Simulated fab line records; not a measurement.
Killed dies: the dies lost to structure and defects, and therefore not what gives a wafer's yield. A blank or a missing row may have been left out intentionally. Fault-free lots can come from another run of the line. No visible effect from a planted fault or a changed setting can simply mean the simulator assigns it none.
A struck lot beside a sound one + flow rit cmos + 19 out of 202 route steps
Sound: wafers L542.2, L542.3, L542.5. Wafers L532.2, L532.3, L532.5 were the ones struck. The cause comes at the end.
At each step with rows: each side's tool, then ch and its chambers, then its first start. Under that, the readings that differ: sound wafers + struck wafers + difference of the means + sigmas: that difference in standard deviations of wafers without a fault.
alike: same words and numbers on both sides, and readings whose means sit less than 2 such deviations apart. not compared: any withheld reading, any reading some wafer has no value for, any bound like >300 that may hide the same value, and any number with overlapping values for which the record gives no deviation.
The two part at a step that has a row with sigmas, a row that says differs or no value, or rows on one side only. Numbers that have no deviation but don't overlap get no sigmas and don't part them. A reading that every wafer of one side lacks parts them only if that side has two wafers or more.

RIT_GATE_STRIP_20: strips in O2, time 180 s.
  sound on plasma asher-03 ch 0,1, day 6 11:52; struck on plasma asher-01 ch 0,1, day 4 10:00
  alike: drypump motor current A
  not compared: rf hours counter h
RIT_GATE_CD_MEAS_90: the cd target is 150 nm.
  sound on cd sem-02, day 6 12:03; struck on cd sem-02, day 4 10:11
  alike: cd nm
then, 4 steps without rows for these wafers: RIT_REOX_CLEAN_00 (cleans in SC1, time 600 s); RIT_REOX_CLEAN_01 (cleans in dHF, time 30 s); RIT_REOX_CLEAN_02 (cleans in SC2, time 600 s); RIT_REOX_OXIDATION_03 (target thk 25.2 nm, ox time 5580 s).
RIT_REOX_THK_MEAS_04:
  sound on film metro-04, day 6 15:05; struck on film metro-03, day 4 13:14
  alike: REOX_OXIDE_THK
then, 5 steps without rows for these wafers: RIT_NLDD_HMDS_00 (prime time 60 s); RIT_NLDD_COAT_01 (resist thk 1000 nm); RIT_NLDD_SOFTBAKE_02 (time 60 s); RIT_NLDD_EXPOSE_03 (exposes mask M7, target cd 40700 nm); RIT_NLDD_PEB_04.
RIT_NLDD_DEVELOP_05: develop time 50 s.
  sound on litho track-02 ch 0, day 6 16:00; struck on litho track-04 ch 0, day 4 14:00
  alike: exhaust pa
RIT_NLDD_OVL_MEAS_06:
  sound on overlay-01, day 6 16:11; struck on overlay-02, day 4 14:16
  alike: NLDD_OVL
then, 2 steps without rows for these wafers: RIT_NLDD_HARDBAKE_07 (time 60 s); RIT_NLDD_IMPLANT_08.
RIT_NLDD_STRIP_09: strips in O2, time 180 s.
  sound on plasma asher-02 ch 0,1, day 6 16:46; struck on plasma asher-01 ch 0,1, day 4 14:36
  alike: drypump motor current A
  not compared: rf hours counter h
RIT_NLDD_TW_MEAS_10:
  sound on film metro-01, day 6 16:56; struck on film metro-01, day 4 14:47
| reading | sound          | struck   | difference | sigmas      |
|---------|----------------|----------|------------|-------------|
| NLDD_TW | 2486 2472 2480 | 30 30 30 | -2449      | -99 or more |
then, 1 step without rows for these wafers: RIT_PLDD_HMDS_00 (prime time 60 s).

WHERE THEY PART
RIT_NLDD_TW_MEAS_10 only, going by this record.

WHY: what the simulator had put in
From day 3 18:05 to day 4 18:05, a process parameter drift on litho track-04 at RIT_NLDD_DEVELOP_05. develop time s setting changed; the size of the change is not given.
